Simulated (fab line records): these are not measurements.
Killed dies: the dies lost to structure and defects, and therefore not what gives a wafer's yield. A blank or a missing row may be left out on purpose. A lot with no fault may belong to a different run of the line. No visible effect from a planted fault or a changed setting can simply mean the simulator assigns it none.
fab line records	flow rit-cmos
record: lots: 14	wafers: 42	last-day: 7
route steps=202 shown M1@184
lots that met no fault: from a run of the same line without faults
start-h: hours from the record's first day to the start of the lot's first wafer shown	wait-h: time in hours since the lot's previous step	" unchanged from the row above	L1.1+2: several wafers, shown together as one row	- either no value or no given start	* or withheld: withheld	< > ~ a bound
route shown NAME@n: a module of which the file shows steps, and the number in the route of the first	usual: the fault-free wafers' mean and standard deviation	same: alike in all rows	chamber/n: place in a boat	sites: each site's reading	_std_site: standard deviation across them	_edge_site: outer sites' mean less inner sites'	radius-mm: how far each site lies from the wafer's centre	mask NAME#n: copy n	behind: tool/chamber where the wafer was last shaped	hold: why the lot went on hold/how many hours it stayed there/how the hold came to an end	device: the n, p or np transistor that did not switch	end of line: tests of these same wafers at the route's end	a step given without rows: its recipe and nothing more	killed: not the wafer's yield, but the dies lost to structure and defects at the first sort	map: a wafer's dies, x killed, . not, _ none there
set.NAME: the setting that was run; set.NAME@STEP: the one run at that earlier step	model.NAME: the simulator's own value behind a step, which no gauge read
route steps across a sampled set of lots; one table per step, one row per wafer
services: when a tool's chamber went out of use (start-h, in hours from the record's first day, below 0 if earlier), for how many hours, and the reason
== steps ==
step: RIT_M1_SPUTTER_00
recipe: material: Al	target-thk-nm: 400	power-w: 2000	chamber-pressure-pa: 0.4	gas: Ar	time-s: 500	substrate-temp-c: 25
usual: substrate-temp-c: 25.01/0.11	throttle-valve-pct: 30.3/0.93
lot.wafer	tool	chamber	start-h	wait-h	substrate-temp-c	throttle-valve-pct
L264.3	pvd-sputter-03	-	53.83	0.0	25.20	30.0
L264.4	"	-	"	"	25.12	31.0
L264.5	"	-	"	"	25.12	28.8
L265.3	pvd-sputter-04	-	57.94	0.0	24.99	30.9
L265.4	"	-	"	"	25.08	29.1
L265.6	"	-	"	"	25.05	30.5
L266.1	pvd-sputter-03	-	62.62	0.0	25.19	30.1
L266.2	"	-	"	"	24.85	28.9
L266.6	"	-	"	"	24.96	29.1
L267.1	pvd-sputter-04	-	67.71	0.0	25.04	31.3
L267.3	"	-	"	"	24.80	30.4
L267.5	"	-	"	"	25.07	30.7
L268.2	pvd-sputter-03	-	74.09	0.0	25.08	31.3
L268.4	"	-	"	"	24.91	30.4
L268.5	"	-	"	"	25.00	28.7
L269.1	pvd-sputter-04	-	78.44	0.0	24.98	30.3
L269.2	"	-	"	"	24.86	31.0
L269.6	"	-	"	"	24.71	31.3
L270.3	pvd-sputter-01	-	82.93	0.0	24.96	29.2
L270.4	"	-	"	"	25.10	30.7
L270.6	"	-	"	"	25.13	29.5
L271.1	pvd-sputter-04	-	87.31	0.0	24.87	29.1
L271.5	"	-	"	"	24.87	30.8
L271.6	"	-	"	"	24.95	28.6
L272.2	pvd-sputter-04	-	94.50	0.0	24.88	29.1
L272.3	"	-	"	"	25.01	31.4
L272.4	"	-	"	"	25.00	30.7
L274.2	pvd-sputter-04	-	102.18	0.0	24.85	31.1
L274.3	"	-	"	"	24.95	30.7
L274.5	"	-	"	"	25.20	28.9
L276.3	pvd-sputter-04	-	115.54	0.0	25.10	30.9
L276.4	"	-	"	"	25.05	30.3
L276.5	"	-	"	"	25.01	30.6
L280.2	pvd-sputter-03	-	133.63	0.0	25.01	31.5
L280.3	"	-	"	"	24.98	28.9
L280.5	"	-	"	"	24.97	29.8
L282.3	pvd-sputter-03	-	143.87	0.0	25.01	31.3
L282.5	"	-	"	"	25.23	28.8
L282.6	"	-	"	"	25.15	31.0
L287.2	pvd-sputter-04	-	167.29	0.0	24.89	30.6
L287.4	"	-	"	"	25.09	29.0
L287.5	"	-	"	"	25.15	31.3
step: RIT_M1_RS_MEAS_01
recipe: thk-meas-gauge: four-point-probe	reads: Al_of_M1_SPUTTER_00
usual: M1_AL_RS: 0.0736/0.00085
lot.wafer	tool	chamber	start-h	wait-h	hold	M1_AL_RS[ohm/sq]
L264.3	film-metro-04	-	54.16	0.2	-	0.0745
L264.4	"	-	"	"	-	0.0749
L264.5	"	-	"	"	-	0.0745
L265.3	film-metro-02	-	58.27	0.2	-	0.0739
L265.4	"	-	"	"	-	0.0735
L265.6	"	-	"	"	-	0.0736
L266.1	film-metro-02	-	62.92	0.1	-	0.0746
L266.2	"	-	"	"	-	0.0748
L266.6	"	-	"	"	-	0.0744
L267.1	film-metro-02	-	68.00	0.1	-	0.0727
L267.3	"	-	"	"	-	0.0734
L267.5	"	-	"	"	-	0.0740
L268.2	film-metro-04	-	74.41	0.2	-	0.0739
L268.4	"	-	"	"	-	0.0748
L268.5	"	-	"	"	-	0.0739
L269.1	film-metro-02	-	78.74	0.1	-	0.0730
L269.2	"	-	"	"	-	0.0720
L269.6	"	-	"	"	-	0.0727
L270.3	film-metro-04	-	83.26	0.2	-	0.0725
L270.4	"	-	"	"	-	0.0734
L270.6	"	-	"	"	-	0.0746
L271.1	film-metro-04	-	87.61	0.1	-	0.0740
L271.5	"	-	"	"	-	0.0745
L271.6	"	-	"	"	-	0.0741
L272.2	film-metro-02	-	94.81	0.2	-	0.0729
L272.3	"	-	"	"	-	0.0721
L272.4	"	-	"	"	-	0.0735
L274.2	film-metro-01	-	102.49	0.2	-	0.0719
L274.3	"	-	"	"	-	0.0729
L274.5	"	-	"	"	-	0.0723
L276.3	film-metro-02	-	115.88	0.2	-	0.0718
L276.4	"	-	"	"	-	0.0724
L276.5	"	-	"	"	-	0.0727
L280.2	film-metro-02	-	133.94	0.2	await-dispo/0.2h/release	0.0600
L280.3	"	-	"	"	await-dispo/0.2h/release	0.0730
L280.5	"	-	"	"	await-dispo/0.2h/release	0.0742
L280.2	film-metro-02	-	134.23	0.3	-	0.0602
L280.3	"	-	"	"	-	0.0730
L280.5	"	-	"	"	-	0.0741
L282.3	film-metro-02	-	144.21	0.2	await-dispo/0.2h/release	0.0611
L282.5	"	-	"	"	await-dispo/0.2h/release	0.0748
L282.6	"	-	"	"	await-dispo/0.2h/release	0.0744
L282.3	film-metro-02	-	144.49	0.3	-	0.0612
L282.5	"	-	"	"	-	0.0750
L282.6	"	-	"	"	-	0.0744
L287.2	film-metro-02	-	167.60	0.2	-	0.0732
L287.4	"	-	"	"	-	0.0722
L287.5	"	-	"	"	-	0.0723
step: RIT_M1_THK_MEAS_02
recipe: thk-meas-gauge: xrf	reads: Al_of_M1_SPUTTER_00
usual: M1_AL_THK: 389/4.8
lot.wafer	tool	chamber	start-h	wait-h	hold	M1_AL_THK[nm]
L264.3	film-metro-04	-	54.26	0.1	-	386
L264.4	"	-	"	"	-	382
L264.5	"	-	"	"	-	388
L265.3	film-metro-02	-	58.37	0.1	-	386
L265.4	"	-	"	"	-	388
L265.6	"	-	"	"	-	386
L266.1	film-metro-02	-	63.04	0.1	-	383
L266.2	"	-	"	"	-	383
L266.6	"	-	"	"	-	383
L267.1	film-metro-02	-	68.12	0.1	-	390
L267.3	"	-	"	"	-	393
L267.5	"	-	"	"	-	382
L268.2	film-metro-04	-	74.52	0.1	-	391
L268.4	"	-	"	"	-	386
L268.5	"	-	"	"	-	390
L269.1	film-metro-02	-	78.86	0.1	-	391
L269.2	"	-	"	"	-	394
L269.6	"	-	"	"	-	394
L270.3	film-metro-04	-	83.36	0.1	-	396
L270.4	"	-	"	"	-	393
L270.6	"	-	"	"	-	385
L271.1	film-metro-04	-	87.73	0.1	-	391
L271.5	"	-	"	"	-	385
L271.6	"	-	"	"	-	388
L272.2	film-metro-02	-	94.92	0.1	-	391
L272.3	"	-	"	"	-	397
L272.4	"	-	"	"	-	390
L274.2	film-metro-01	-	102.60	0.1	-	398
L274.3	"	-	"	"	-	394
L274.5	"	-	"	"	-	394
L276.3	film-metro-02	-	115.98	0.1	-	400
L276.4	"	-	"	"	-	395
L276.5	"	-	"	"	-	394
L280.2	film-metro-02	-	140.79	6.5	await-dispo/0.2h/release	475
L280.3	"	-	"	"	await-dispo/0.2h/release	394
L280.5	"	-	"	"	await-dispo/0.2h/release	385
L280.2	film-metro-02	-	141.02	0.2	-	473
L280.3	"	-	"	"	-	394
L280.5	"	-	"	"	-	384
L282.3	film-metro-02	-	148.03	3.5	await-dispo/0.2h/release	464
L282.5	"	-	"	"	await-dispo/0.2h/release	383
L282.6	"	-	"	"	await-dispo/0.2h/release	385
L282.3	film-metro-02	-	148.26	0.2	-	467
L282.5	"	-	"	"	-	383
L282.6	"	-	"	"	-	384
L287.2	film-metro-02	-	167.71	0.1	-	391
L287.4	"	-	"	"	-	396
L287.5	"	-	"	"	-	395
step: RIT_M1_METAL_ETCH_12
recipe: stop-on: SiO2	chemistry: Cl2/BCl3	target: Al	time-s: 165	over-etch-frac: 0.5	pressure-mtorr: 100	target-depth-a: 6000	rf-w: 250	Cl2_flow_sccm: 60	bcl3-flow-sccm: 50
usual: drypump-motor-current-A: 5.9/0.35	oes-product-au: 0.784/0.011	throttle-valve-pct: 8.36/0.16
lot.wafer	tool	chamber	start-h	wait-h	drypump-motor-current-A	oes-product-au	rf-hours-counter-h	throttle-valve-pct
L264.3	rie-metal-03	1	55.77	0.2	6.5	0.781	-	8.46
L264.4	"	0	"	"	5.8	0.768	-	8.47
L264.5	"	1	"	"	6.5	0.779	-	8.47
L265.3	rie-metal-04	0	59.75	0.2	5.5	0.787	-	8.56
L265.4	"	1	"	"	6.2	0.778	-	8.33
L265.6	"	0	"	"	5.6	0.773	-	8.57
L266.1	rie-metal-01	0	64.38	0.2	5.6	0.787	2	8.10
L266.2	"	1	"	"	5.7	0.768	2	8.26
L266.6	"	1	"	"	5.7	0.762	-	8.24
L267.1	rie-metal-03	0	69.59	0.2	5.8	0.796	4	8.46
L267.3	"	1	"	"	6.5	0.780	-	8.47
L267.5	"	0	"	"	5.8	0.778	-	8.47
L268.2	rie-metal-04	0	75.85	0.2	5.6	0.774	31	8.57
L268.4	"	1	"	"	6.2	0.770	-	8.34
L268.5	"	0	"	"	5.6	0.768	-	8.57
L269.1	rie-metal-01	1	80.33	0.2	5.7	0.773	3	8.23
L269.2	"	0	"	"	5.6	0.809	3	8.10
L269.6	"	0	"	"	5.6	0.813	-	8.11
L270.3	rie-metal-03	1	84.74	0.2	6.5	0.795	-	8.45
L270.4	"	0	"	"	5.8	0.797	-	8.44
L270.6	"	0	"	"	5.7	0.775	-	8.47
L271.1	rie-metal-04	0	89.20	0.2	5.6	0.776	31	8.58
L271.5	"	0	"	"	5.6	0.775	-	8.57
L271.6	"	1	"	"	6.2	0.771	-	8.33
L272.2	rie-metal-01	0	96.42	0.2	5.6	0.809	3	8.09
L272.3	"	0	"	"	5.6	0.811	-	8.11
L272.4	"	1	"	"	5.7	0.766	-	8.24
L274.2	rie-metal-04	0	104.06	0.2	5.6	0.781	31	8.56
L274.3	"	0	"	"	5.6	0.773	-	8.56
L274.5	"	0	"	"	5.6	0.788	-	8.56
L276.3	rie-metal-03	0	117.69	0.2	5.7	0.809	-	8.47
L276.4	"	1	"	"	6.5	0.792	-	8.46
L276.5	"	0	"	"	5.7	0.793	-	8.45
L280.2	rie-metal-04	0	150.10	0.2	5.6	0.872	32	8.53
L280.3	"	1	"	"	6.2	0.779	-	8.32
L280.5	"	0	"	"	5.6	0.771	-	8.57
L282.3	rie-metal-03	0	153.19	0.2	5.8	0.874	-	8.45
L282.5	"	1	"	"	6.5	0.769	-	8.47
L282.6	"	0	"	"	5.8	0.776	-	8.44
L287.2	rie-metal-03	0	169.05	0.2	5.7	0.790	5	8.47
L287.4	"	1	"	"	6.5	0.786	-	8.48
L287.5	"	1	"	"	6.5	0.792	-	8.46
step: RIT_M1_PROBE_99
usual: defect-limited-yield: 97.5/1.1	killed_at_M0_to_M3: 0.0/0.12	killed-at-contacts: 0.1/0.35	killed-at-front-end: 6.6/2.7	killed-dies: 6.7/2.8	killed-open: 3.4/2.1	killed-short: 3.3/1.8	sort_bin_3_pad_short: 0.1/0.21	sort_bin_5_function: 1.4/0.79	sort_bin_6_memory: 1.0/0.58	sort-n-pass: 257.3/2.8	sort-yield-pct: 97.5/1.1
same: gross-dies: 264	killed_at_M4_up: 0	killed-at-back-side: 0	killed-at-other: 0
lot.wafer	tool	chamber	start-h	wait-h	hold	defect-limited-yield[%]	killed_at_M0_to_M3	killed-at-contacts	killed-at-front-end	killed-dies	killed-open	killed-short	sort_bin_3_pad_short[%]	sort_bin_5_function[%]	sort_bin_6_memory[%]	sort-n-pass	sort-yield-pct[%]
L264.3	prober-02	-	58.07	0.2	-	97.7	0	0	6	6	3	3	0	0.8	1.5	258.0	97.7
L264.4	prober-02	-	58.12	0.2	-	97.7	0	0	6	6	3	3	0	1.9	0.4	258.0	97.7
L264.5	prober-02	-	58.17	0.2	-	97.3	0	0	7	7	5	2	0	1.5	1.1	257.0	97.3
L265.3	prober-01	-	62.05	0.2	-	97.7	0	0	6	6	6	0	0	0.8	1.5	258.0	97.7
L265.4	prober-01	-	62.10	0.2	-	99.2	0	0	2	2	0	2	0.4	0.4	0	262.0	99.2
L265.6	prober-01	-	62.20	0.2	-	97.3	0	0	7	7	3	4	0.8	0.4	1.5	257.0	97.3
L266.1	prober-02	-	66.64	0.1	-	98.5	0	0	4	4	1	3	0	1.1	0.4	260.0	98.5
L266.2	prober-02	-	66.69	0.1	-	97.0	0	0	8	8	1	7	0	1.9	1.1	256.0	97.0
L266.6	prober-02	-	66.89	0.2	-	98.1	0	0	5	5	1	4	0	1.5	0.4	259.0	98.1
L267.1	prober-01	-	71.84	0.1	-	98.9	0	0	3	3	1	2	0	0.8	0.4	261.0	98.9
L267.3	prober-01	-	71.94	0.2	-	99.6	0	0	1	1	0	1	0	0.4	0	263.0	99.6
L267.5	prober-01	-	72.04	0.2	-	96.2	0	0	10	10	5	5	0.4	1.9	1.5	254.0	96.2
L268.2	prober-02	-	78.50	0.1	-	97.0	0	1	7	8	6	2	0	1.1	1.9	256.0	97.0
L268.4	prober-02	-	78.60	0.2	-	98.5	0	0	4	4	3	1	0	0.8	0.8	260.0	98.5
L268.5	prober-02	-	78.65	0.2	-	96.6	0	0	9	9	6	3	0	1.9	1.5	255.0	96.6
L269.1	prober-01	-	82.58	0.1	-	98.1	0	0	5	5	2	3	0	0.8	1.1	259.0	98.1
L269.2	prober-01	-	82.63	0.1	-	99.6	0	0	1	1	1	0	0	0.4	0	263.0	99.6
L269.6	prober-01	-	82.83	0.2	-	99.2	0	0	2	2	1	1	0	0.8	0	262.0	99.2
L270.3	prober-02	-	87.06	0.2	-	96.2	0	0	10	10	5	5	0	2.3	1.5	254.0	96.2
L270.4	prober-02	-	87.11	0.2	-	97.0	0	1	7	8	6	2	0	1.1	1.9	256.0	97.0
L270.6	prober-02	-	87.21	0.2	-	96.2	0	0	10	10	3	7	0.4	1.5	1.9	254.0	96.2
L271.1	prober-01	-	91.45	0.1	-	96.2	0	0	10	10	7	3	0	1.9	1.9	254.0	96.2
L271.5	prober-01	-	91.65	0.2	-	98.9	0	0	3	3	1	2	0.4	0.4	0.4	261.0	98.9
L271.6	prober-01	-	91.70	0.2	-	97.0	0	0	8	8	2	6	0	2.7	0.4	256.0	97.0
L272.2	prober-02	-	98.73	0.1	-	98.1	0	0	5	5	2	3	0.4	0.8	0.8	259.0	98.1
L272.3	prober-02	-	98.78	0.2	-	97.3	0	0	7	7	5	2	0	1.5	1.1	257.0	97.3
L272.4	prober-02	-	98.83	0.2	-	97.7	0	0	6	6	1	5	0	1.1	1.1	258.0	97.7
L274.2	prober-02	-	106.46	0.1	-	98.9	0	0	3	3	1	2	0	0.8	0.4	261.0	98.9
L274.3	prober-02	-	106.51	0.2	-	95.8	0	0	11	11	3	8	0.8	1.5	1.9	253.0	95.8
L274.5	prober-02	-	106.61	0.2	-	98.9	0	0	3	3	2	1	0	0.8	0.4	261.0	98.9
L276.3	prober-02	-	120.15	0.2	-	97.0	0	0	8	8	4	4	0	1.5	1.5	256.0	97.0
L276.4	prober-02	-	120.20	0.2	-	98.9	1	0	2	3	0	3	0	0.4	0.8	261.0	98.9
L276.5	prober-02	-	120.25	0.2	-	96.2	0	0	10	10	8	2	0	2.3	1.5	254.0	96.2
L282.3	prober-02	-	157.09	1.5	await-dispo/1.3h/release	98.1	0	0	5	5	2	3	0	1.5	0.4	259.0	98.1
L282.5	prober-02	-	157.19	1.5	await-dispo/1.3h/release	98.9	0	0	3	3	2	1	0.4	0.4	0.4	261.0	98.9
L282.6	prober-02	-	157.24	1.6	await-dispo/1.3h/release	97.3	0	1	6	7	2	5	0	1.5	1.1	257.0	97.3
L280.2	prober-02	-	159.01	6.5	await-dispo/6.3h/release	98.5	0	0	4	4	1	2	0	1.1	0.4	260.0	98.5
L280.3	prober-02	-	159.06	6.5	await-dispo/6.3h/release	96.6	0	0	9	9	6	3	0.4	1.5	1.5	255.0	96.6
L280.5	prober-02	-	159.16	6.5	await-dispo/6.3h/release	97.7	0	0	6	6	2	4	0	1.5	0.8	258.0	97.7
L287.2	prober-01	-	172.76	0.1	-	97.0	0	0	8	8	5	3	0	2.3	0.8	256.0	97.0
L287.4	prober-01	-	172.86	0.2	-	96.6	0	0	9	9	5	4	0	1.9	1.5	255.0	96.6
L287.5	prober-01	-	172.91	0.2	-	96.2	0	0	10	10	5	5	0	1.9	1.9	254.0	96.2
killed by level:class
L264.3 GATE:geometric-particle:short=2 FOX1:geometric-particle:open=1 GATE:geometric-particle:open=1 SILICIDE:geometric-particle:short=1 SILICIDE:geometric-particle:open=1
L264.4 GATE:geometric-particle:open=2 REOX:geometric-particle:short=2 SPACER:geometric-particle:open=1 SILICIDE:geometric-particle:short=1
L264.5 GATE:geometric-particle:open=3 FOX1:geometric-particle:open=1 GATE:geometric-particle:short=1 REOX:geometric-particle:open=1 SPACER:geometric-particle:short=1
L265.3 GATE:geometric-particle:open=4 SPACER:geometric-particle:open=1 SILICIDE:geometric-particle:open=1
L265.4 FOX1:geometric-particle:short=1 GATE:geometric-particle:short=1
L265.6 GATE:geometric-particle:open=3 GATE:geometric-particle:short=3 ACTIVE:geometric-particle:short=1
L266.1 FOX1:geometric-particle:short=1 GATE:geometric-particle:open=1 REOX:geometric-particle:short=1 SILICIDE:geometric-particle:short=1
L266.2 REOX:geometric-particle:short=4 FOX1:geometric-particle:short=2 GATE:geometric-particle:short=1 GATE:geometric-particle:open=1
L266.6 FOX1:geometric-particle:short=2 GATE:geometric-particle:short=1 GATE:geometric-particle:open=1 SPACER:geometric-particle:short=1
L267.1 REOX:geometric-particle:short=2 REOX:geometric-particle:open=1
L267.3 SILICIDE:geometric-particle:short=1
L267.5 GATE:geometric-particle:short=2 SPACER:geometric-particle:open=2 SILICIDE:geometric-particle:short=2 FOX2:geometric-particle:open=1 GATE:geometric-particle:open=1 SPACER:geometric-particle:short=1 SILICIDE:geometric-particle:open=1
L268.2 GATE:geometric-particle:open=2 FOX1:geometric-particle:open=1 FOX2:geometric-particle:short=1 GATE:geometric-particle:short=1 REOX:geometric-particle:open=1 SPACER:geometric-particle:open=1 CONTACT:geometric-particle:open=1
L268.4 GATE:geometric-particle:open=3 SILICIDE:geometric-particle:short=1
L268.5 GATE:geometric-particle:open=5 GATE:geometric-particle:short=1 REOX:geometric-particle:short=1 SPACER:geometric-particle:short=1 SILICIDE:geometric-particle:open=1
L269.1 GATE:geometric-particle:short=2 FOX2:geometric-particle:open=1 FOX2:geometric-particle:short=1 REOX:geometric-particle:open=1
L269.2 FOX1:geometric-particle:open=1
L269.6 FOX2:geometric-particle:open=1 SILICIDE:geometric-particle:short=1
L270.3 GATE:geometric-particle:open=3 REOX:geometric-particle:open=2 SILICIDE:geometric-particle:short=2 FOX1:geometric-particle:short=1 GATE:geometric-particle:short=1 REOX:geometric-particle:short=1
L270.4 GATE:geometric-particle:open=2 REOX:geometric-particle:open=2 GATE:geometric-particle:short=1 REOX:geometric-particle:short=1 SPACER:geometric-particle:open=1 CONTACT:geometric-particle:open=1
L270.6 SPACER:geometric-particle:short=5 FOX1:geometric-particle:short=2 FOX1:geometric-particle:open=1 FOX2:geometric-particle:open=1 SILICIDE:geometric-particle:open=1
L271.1 SILICIDE:geometric-particle:open=4 FOX1:geometric-particle:open=2 FOX1:geometric-particle:short=1 FOX2:geometric-particle:short=1 GATE:geometric-particle:open=1 SILICIDE:geometric-particle:short=1
L271.5 FOX1:geometric-particle:short=1 GATE:geometric-particle:open=1 SPACER:geometric-particle:short=1
L271.6 FOX1:geometric-particle:short=2 GATE:geometric-particle:short=2 FOX1:geometric-particle:open=1 REOX:geometric-particle:short=1 REOX:geometric-particle:open=1 SPACER:geometric-particle:short=1
L272.2 GATE:geometric-particle:open=1 REOX:geometric-particle:short=1 SPACER:geometric-particle:short=1 SILICIDE:geometric-particle:short=1 SILICIDE:geometric-particle:open=1
L272.3 FOX1:geometric-particle:open=3 GATE:geometric-particle:open=2 FOX1:geometric-particle:short=1 GATE:geometric-particle:short=1
L272.4 GATE:geometric-particle:short=4 GATE:geometric-particle:open=1 SILICIDE:geometric-particle:short=1
L274.2 GATE:geometric-particle:short=1 GATE:geometric-particle:open=1 REOX:geometric-particle:short=1
L274.3 SPACER:geometric-particle:short=4 GATE:geometric-particle:short=3 SPACER:geometric-particle:open=2 REOX:geometric-particle:short=1 REOX:geometric-particle:open=1
L274.5 GATE:geometric-particle:open=2 REOX:geometric-particle:short=1
L276.3 GATE:geometric-particle:open=4 SILICIDE:geometric-particle:short=2 REOX:geometric-particle:short=1 SPACER:geometric-particle:short=1
L276.4 GATE:geometric-particle:short=1 SILICIDE:geometric-particle:short=1 M1:geometric-particle:short=1
L276.5 GATE:geometric-particle:open=4 FOX2:geometric-particle:open=1 FOX2:geometric-particle:short=1 GATE:geometric-particle:short=1 REOX:geometric-particle:open=1 SPACER:geometric-particle:open=1 SILICIDE:geometric-particle:open=1
L282.3 FOX1:geometric-particle:short=2 FOX2:geometric-particle:open=2 FOX2:geometric-particle:short=1
L282.5 FOX1:geometric-particle:open=1 GATE:geometric-particle:short=1 SPACER:geometric-particle:open=1
L282.6 SPACER:geometric-particle:short=2 FOX1:geometric-particle:open=1 GATE:geometric-particle:open=1 REOX:geometric-particle:short=1 SILICIDE:geometric-particle:short=1 CONTACT:geometric-particle:short=1
L280.2 GATE:geometric-particle:short=2 GATE:geometric-particle:open=1 NRETRO:coat-microbubble-printed=1
L280.3 SPACER:geometric-particle:open=3 GATE:geometric-particle:open=2 GATE:geometric-particle:short=2 FOX1:geometric-particle:open=1 SPACER:geometric-particle:short=1
L280.5 FOX1:geometric-particle:short=2 FOX1:geometric-particle:open=1 FOX2:geometric-particle:open=1 FOX2:geometric-particle:short=1 GATE:geometric-particle:short=1
L287.2 GATE:geometric-particle:open=3 FOX2:geometric-particle:short=2 FOX1:geometric-particle:short=1 FOX2:geometric-particle:open=1 REOX:geometric-particle:open=1
L287.4 GATE:geometric-particle:open=2 FOX1:geometric-particle:open=1 FOX1:geometric-particle:short=1 GATE:geometric-particle:short=1 REOX:geometric-particle:short=1 REOX:geometric-particle:open=1 SILICIDE:geometric-particle:short=1 SILICIDE:geometric-particle:open=1
L287.5 FOX1:geometric-particle:short=3 SPACER:geometric-particle:open=2 GATE:geometric-particle:short=1 GATE:geometric-particle:open=1 REOX:geometric-particle:open=1 SPACER:geometric-particle:short=1 SILICIDE:geometric-particle:open=1
== services ==
tool	chamber	start-h	hours	kind
rie-metal-03	-	38.62	0.5	repair
pvd-sputter-01	-	93.62	1.8	repair
pvd-sputter-04	-	103.76	3.0	repair
rie-metal-01	1	108.40	21.7	repair
pvd-sputter-01	-	116.20	13.3	repair
rie-metal-01	-	134.69	0.5	repair
pvd-sputter-01	-	135.10	1.4	repair
pvd-sputter-04	-	149.96	1.5	repair
rie-metal-04	0	156.12	-	clean
rie-metal-04	1	156.12	-	clean
rie-metal-04	-	164.81	2.8	pm
rie-metal-01	-	167.36	0.8	repair
== key ==
first-sign: step: RIT_M1_RS_MEAS_01	reading: visit	direction: added
effect: step: RIT_M1_RS_MEAS_01	reading: M1_AL_RS	direction: down	sigmas: 15	usual: 0.0736	struck: 0.0606
effect: step: RIT_M1_THK_MEAS_02	reading: visit	direction: added
effect: step: RIT_M1_THK_MEAS_02	reading: M1_AL_THK	direction: up	sigmas: 17	usual: 389	struck: 469
effect: step: RIT_M1_METAL_ETCH_12	reading: oes-product-au	direction: up	sigmas: 8.2	usual: 0.784	struck: 0.873
met-at RIT_M1_SPUTTER_00
struck-lots L280,L282
struck-wafers L280.2,L282.3
onset-between 74.09 133.63
fault: kind: process-parameter-drift	tool: pvd-sputter-03	chamber: -	onset-h: 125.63	steps: RIT_M1_SPUTTER_00	channel: target-thk-nm	offset: 84.063	shape: step	end-h: 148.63	acts-in: these-recipes-only	stated: 400	scope: struck-wafers-only
